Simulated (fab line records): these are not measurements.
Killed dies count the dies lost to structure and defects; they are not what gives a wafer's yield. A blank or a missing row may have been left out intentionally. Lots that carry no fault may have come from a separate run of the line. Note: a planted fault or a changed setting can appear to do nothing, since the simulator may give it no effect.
Lot-split experiment || flow berkeley-cmos170 || 23 wafers read across 5 lots, on a route 331 steps long

ABOUT THE SPLIT
At UCB170_PWELL_IMPLANT_15, the setting energy-kev was moved away from the recipe's 60 on 7 of the 23 wafers read, by -5.7% to +1.7%. All remaining wafers had this setting at the recipe value.

Reading taken at the split's own step.

THE READING
In nm, at UCB170_PWELL_IMPLANT_15: implant.drp-nm, which is the simulator's own figure and was read by no gauge. No usual value for it is given in the file.

{"wafer": "L077.1", "tool, chamber at the split": "implanter-01, 0", "energy-kev as run": 60, "against the recipe": "recipe", "implant.drp-nm, nm": 64.7, "against lot-mates on the recipe": "-"}
{"wafer": "L077.2", "tool, chamber at the split": "implanter-01, 0", "energy-kev as run": 60, "against the recipe": "recipe", "implant.drp-nm, nm": 64.7, "against lot-mates on the recipe": "-"}
{"wafer": "L077.4", "tool, chamber at the split": "implanter-01, 0", "energy-kev as run": 60, "against the recipe": "recipe", "implant.drp-nm, nm": 64.7, "against lot-mates on the recipe": "-"}
{"wafer": "L080.2", "tool, chamber at the split": "implanter-01, 0", "energy-kev as run": 60, "against the recipe": "recipe", "implant.drp-nm, nm": 64.7, "against lot-mates on the recipe": "-"}
{"wafer": "L080.4", "tool, chamber at the split": "implanter-01, 0", "energy-kev as run": 60, "against the recipe": "recipe", "implant.drp-nm, nm": 64.7, "against lot-mates on the recipe": "-"}
{"wafer": "L080.6", "tool, chamber at the split": "implanter-01, 0", "energy-kev as run": 60, "against the recipe": "recipe", "implant.drp-nm, nm": 64.7, "against lot-mates on the recipe": "-"}
{"wafer": "L080.3", "tool, chamber at the split": "implanter-01, 0", "energy-kev as run": 56.56, "against the recipe": "-5.7%", "implant.drp-nm, nm": 62.69, "against lot-mates on the recipe": -2.01}
{"wafer": "L080.5", "tool, chamber at the split": "implanter-01, 0", "energy-kev as run": 56.56, "against the recipe": "-5.7%", "implant.drp-nm, nm": 62.69, "against lot-mates on the recipe": -2.01}
{"wafer": "L082.1", "tool, chamber at the split": "implanter-01, 0", "energy-kev as run": 57.8, "against the recipe": "-3.7%", "implant.drp-nm, nm": 63.42, "against lot-mates on the recipe": -1.28}
{"wafer": "L082.2", "tool, chamber at the split": "implanter-01, 0", "energy-kev as run": 57.8, "against the recipe": "-3.7%", "implant.drp-nm, nm": 63.42, "against lot-mates on the recipe": -1.28}
{"wafer": "L082.4", "tool, chamber at the split": "implanter-01, 0", "energy-kev as run": 60, "against the recipe": "recipe", "implant.drp-nm, nm": 64.7, "against lot-mates on the recipe": "-"}
{"wafer": "L082.5", "tool, chamber at the split": "implanter-01, 0", "energy-kev as run": 60, "against the recipe": "recipe", "implant.drp-nm, nm": 64.7, "against lot-mates on the recipe": "-"}
{"wafer": "L082.6", "tool, chamber at the split": "implanter-01, 0", "energy-kev as run": 60, "against the recipe": "recipe", "implant.drp-nm, nm": 64.7, "against lot-mates on the recipe": "-"}
{"wafer": "L083.1", "tool, chamber at the split": "implanter-04, 0", "energy-kev as run": 61.04, "against the recipe": "+1.7%", "implant.drp-nm, nm": 65.29, "against lot-mates on the recipe": "+0.59"}
{"wafer": "L083.2", "tool, chamber at the split": "implanter-04, 0", "energy-kev as run": 61.04, "against the recipe": "+1.7%", "implant.drp-nm, nm": 65.29, "against lot-mates on the recipe": "+0.59"}
{"wafer": "L083.3", "tool, chamber at the split": "implanter-04, 0", "energy-kev as run": 61.04, "against the recipe": "+1.7%", "implant.drp-nm, nm": 65.29, "against lot-mates on the recipe": "+0.59"}
{"wafer": "L083.5", "tool, chamber at the split": "implanter-04, 0", "energy-kev as run": 60, "against the recipe": "recipe", "implant.drp-nm, nm": 64.7, "against lot-mates on the recipe": "-"}
{"wafer": "L083.6", "tool, chamber at the split": "implanter-04, 0", "energy-kev as run": 60, "against the recipe": "recipe", "implant.drp-nm, nm": 64.7, "against lot-mates on the recipe": "-"}
{"wafer": "L084.1", "tool, chamber at the split": "implanter-01, 0", "energy-kev as run": 60, "against the recipe": "recipe", "implant.drp-nm, nm": 64.7, "against lot-mates on the recipe": "-"}
{"wafer": "L084.2", "tool, chamber at the split": "implanter-01, 0", "energy-kev as run": 60, "against the recipe": "recipe", "implant.drp-nm, nm": 64.7, "against lot-mates on the recipe": "-"}
{"wafer": "L084.4", "tool, chamber at the split": "implanter-01, 0", "energy-kev as run": 60, "against the recipe": "recipe", "implant.drp-nm, nm": 64.7, "against lot-mates on the recipe": "-"}
{"wafer": "L084.5", "tool, chamber at the split": "implanter-01, 0", "energy-kev as run": 60, "against the recipe": "recipe", "implant.drp-nm, nm": 64.7, "against lot-mates on the recipe": "-"}
{"wafer": "L084.6", "tool, chamber at the split": "implanter-01, 0", "energy-kev as run": 60, "against the recipe": "recipe", "implant.drp-nm, nm": 64.7, "against lot-mates on the recipe": "-"}

FIT RESULTS
A straight line over all 23 wafers: implant.drp-nm changes by +0.349 nm for each +1% of energy-kev; r = +1.00; the points scatter about the line by 0.0056 nm.
The same after taking each lot's own level away (the mean of its wafers on the recipe; 23 wafers): +0.349 nm for each +1%; r = +1.00; scatter 0.0056 nm.
Per that fit: largest energy-kev move, reading shift of 2 nm.
The lots' own levels span 64.700 to 64.700 nm.
Consequently the slope shifts little with the lot-to-lot level, the two slopes agreeing.
Check: -2 nm against its lot-mates is what the line predicts for one of the wafers moved furthest among these (-5.7%) when that wafer is left out of the fit. It came out at -2.01 nm against them.

THESE WAFERS: OTHER SPLITS
Before the reading, these wafers also passed through other splits. Each is held against what the fit with the lots' levels taken away leaves over:
{"other split on the same wafers": "UCB170_START_OXIDATION_02 temp-c", "wafers away from the commonest value": 10, "r with implant.drp-nm (lot level and that fit taken away)": -0.18}
{"other split on the same wafers": "UCB170_NWELL_CVD_04 time-s", "wafers away from the commonest value": 10, "r with implant.drp-nm (lot level and that fit taken away)": "+0.44"}
{"other split on the same wafers": "UCB170_NWELL_EXPOSE_09 dose-mj", "wafers away from the commonest value": 6, "r with implant.drp-nm (lot level and that fit taken away)": "+0.18"}

THE WHOLE CHAIN: every reading that the file lists as answering this split, in the file's order
{"step": "UCB170_PWELL_IMPLANT_15", "what it does": "", "reading": "implant.rp-nm (the simulator's own value, which no gauge read)", "change (the file's fit)": "+1.7 nm for each +1% of the setting", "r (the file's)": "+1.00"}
{"step": "UCB170_PWELL_IMPLANT_15", "what it does": "", "reading": "implant.drp-nm (the simulator's own value, which no gauge read)", "change (the file's fit)": "+0.349 nm for each +1% of the setting", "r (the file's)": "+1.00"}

THE FILE'S OWN FIT
implant.drp-nm changes by +0.349 nm for each +1% of energy-kev, r = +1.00.
